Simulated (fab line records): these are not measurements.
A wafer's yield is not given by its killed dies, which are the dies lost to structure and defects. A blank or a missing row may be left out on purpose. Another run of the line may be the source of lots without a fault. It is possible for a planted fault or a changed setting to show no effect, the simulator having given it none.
Which tool was responsible?    flow rit_cmos    6 lots with 18 wafers sampled at 2 steps, on a route of 202 steps

## WHAT THE GAUGES READ, wafer by wafer
RIT_ACTIVE_THK_MEAS_04.
lot   measured     on             ACTIVE_NITRIDE_THK (nm)
L637  day 1 18:32  film_metro-04  152.3 152.2 152.3
L640  day 2 09:32  film_metro-02  150.6 149.2 150.4
L649  day 4 06:32  film_metro-02  157.1 158.1 156.7
L653  day 5 02:32  film_metro-02  148.8 149.4 148.3
L655  day 5 12:37  film_metro-04  148.2 148.6 148.3
L658  day 6 03:49  film_metro-04  149.3 151.4 151.2

## WHAT TOOL EACH LOT RAN ON (gives the tool, then ch and the chambers of the sampled wafers, and finally the start)
lot   RIT_ACTIVE_CVD_03
L637  lpcvd-02 ch 1, day 1 17:07
L640  lpcvd-02 ch 0, day 2 08:07
L649  lpcvd-01 ch 0, day 4 05:07
L653  lpcvd-02 ch 0, day 5 01:07
L655  lpcvd-02 ch 0, day 5 11:11
L658  lpcvd-02 ch 1, day 6 02:25
- RIT_ACTIVE_CVD_03: deposits Si3N4 from SiH2Cl2/NH3, target thk 150 nm, time 1500 s.

## THE ANSWER, worked out from the rows above alone
Rule: what is usual is taken from the lots themselves. The widest of any qualifying gaps counts: lots, ordered by their means at a reading, are off when they make up no more than a third of the lots, leave a main group of 4 or more, and stand apart from it by 3 or more times the standard deviation of that group's means. A main group is skipped when, at the precision printed for the reading in the tables above, its means are all equal. A lot without any number at a reading at which 4 lots or more have one is off too. All remaining lots with rows at the step are treated as sound.
Off: L649, seen at RIT_ACTIVE_THK_MEAS_04 (ACTIVE_NITRIDE_THK). The main group has a mean of 150.0 nm with a standard deviation of 1.4.
A tool fits if, at a process step before that reading, it ran every lot that is off, and no sound lot after the first of them. Gauges at RIT_ACTIVE_THK_MEAS_04: tried the same way as those tools. One fits: RIT_ACTIVE_CVD_03 on lpcvd-01. It ran no sound lot before its first lot that is off in this sample, so the start can't be narrowed down.

## WHAT THE SIMULATOR PUT IN
lpcvd-01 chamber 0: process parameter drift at RIT_ACTIVE_CVD_03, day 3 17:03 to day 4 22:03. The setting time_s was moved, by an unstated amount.
Struck lots among those shown: L649. The rule given above showed the same thing.
